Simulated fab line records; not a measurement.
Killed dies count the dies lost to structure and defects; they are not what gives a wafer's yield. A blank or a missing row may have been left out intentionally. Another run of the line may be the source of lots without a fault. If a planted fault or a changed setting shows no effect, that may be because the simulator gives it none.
Comparing a struck lot with a sound one / flow berkeley_cmos170 / 19 steps out of a route of 331
Sound: the wafers L838.3, L838.4, L838.5. The struck wafers were L847.1, L847.5, L847.6. The cause is given at the end.
At each step with rows: each side's tool, then ch and its chambers, then its first start. Under that, the readings that differ: sound wafers / struck wafers / difference of the means / sigmas: that difference in standard deviations of wafers without a fault.
alike: readings with means less than 2 such deviations apart, plus words and numbers identical on both sides. not compared: withheld readings, readings lacking a value on some wafer, bounds such as >300 that could conceal the same value, and numbers that have no deviation in the record and whose values overlap.
A row with sigmas, a row that says differs or no value, or rows on one side alone: a step with any of these is where the two part. Numbers that don't overlap but have no deviation are shown without sigmas and don't part them. Lack of a reading on every wafer of one side parts them only where that side has two or more wafers.

first, 5 steps without rows for these wafers: UCB170_WELLDRIVE_ANNEAL_03 (time 900 s); UCB170_WELLDRIVE_WET_ETCH_04 (etches SiO2 in BOE, time 120 s); UCB170_ACTIVE_CLEAN_00 (cleans in SPM, time 600 s); UCB170_ACTIVE_CLEAN_01 (cleans in dHF, time 60 s); UCB170_ACTIVE_OXIDATION_02 (target thk 26.4 nm, ox time 1260 s).
UCB170_ACTIVE_THK_MEAS_03:
  sound on film_metro-02 at day 5 22:42; struck on film_metro-03 at day 7 17:43
  alike: ACTIVE_OXIDE_THK
then, 2 steps without rows for these wafers: UCB170_ACTIVE_ANNEAL_04 (time 900 s); UCB170_ACTIVE_CVD_05 (deposits Si3N4 from SiH2Cl2/NH3, target thk 220 nm, time 3300 s).
UCB170_ACTIVE_THK_MEAS_06:
  sound on film_metro-03 at day 6 04:43; struck on film_metro-03 at day 7 23:29
  alike: ACTIVE_NITRIDE_THK
then, 3 steps without rows for these wafers: UCB170_ACTIVE_HMDS_07 (prime time 60 s); UCB170_ACTIVE_COAT_08 (resist thk 900 nm); UCB170_ACTIVE_SOFTBAKE_09 (time 60 s).
UCB170_ACTIVE_EXPOSE_10: exposes mask ACTIVE, target cd 1200 nm.
  sound on krf_scanner-01 ch 0, day 6 05:46; struck on krf_scanner-02 ch 0, day 8 00:13
reading=exposure_dose_mJ_cm2; sound=19.990 20.027 20.008; struck=21.552 21.587 21.604; difference=+1.573; sigmas=+75
  alike: mask
then, 2 steps without rows for these wafers: UCB170_ACTIVE_PEB_11; UCB170_ACTIVE_DEVELOP_12 (develop time 45 s).
UCB170_ACTIVE_CD_MEAS_13 targets a cd of 1200 nm.
  sound on cd_sem-02 at day 6 06:29; struck on cd_sem-01 at day 8 00:58
reading=cd_nm (nm); sound=1199.9 1199.8 1201.6; struck=1188.1 1188.6 1190.2; difference=-11.5; sigmas=-10
UCB170_ACTIVE_OVL_MEAS_14:
  sound on overlay-01 at day 6 06:35; struck on overlay-01 at day 8 01:05
  alike: ACTIVE_OVL
UCB170_ACTIVE_ETCH_15: etches Si3N4 in CH3F/Ar/O2, stops on SiO2, target depth 242 nm, time 151 s.
  sound on rie_diel-01 ch 0,1,2, day 6 06:37; struck on rie_diel-03 ch 1,2, day 8 01:07
reading=model.ACTIVE.cd_nm (nm); sound=1200 1200 1201; struck=1189 1189 1190; difference=-11; sigmas=
  alike: drypump_motor_current_A, oes_product_au, throttle_valve_pct
  not compared: rf_hours_counter_h
UCB170_ACTIVE_STRIP_16: strips in O2.
  sound on plasma_asher-03 ch 0,1, day 6 06:44; struck on plasma_asher-03 ch 0,1, day 8 01:14
  alike: drypump_motor_current_A, oes_product_au, strip_time_to_endpoint_s
  not compared: rf_hours_counter_h

== WHERE THEY PART ==
At UCB170_ACTIVE_EXPOSE_10 first; at UCB170_ACTIVE_CD_MEAS_13 last (within this record only). Later steps at which nothing parts them and some readings are alike: UCB170_ACTIVE_OVL_MEAS_14, UCB170_ACTIVE_ETCH_15, UCB170_ACTIVE_STRIP_16.

WHY: what the simulator had put in
Drift in process parameters on krf_scanner-02 at UCB170_ACTIVE_EXPOSE_10, starting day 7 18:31. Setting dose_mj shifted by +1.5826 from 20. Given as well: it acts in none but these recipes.
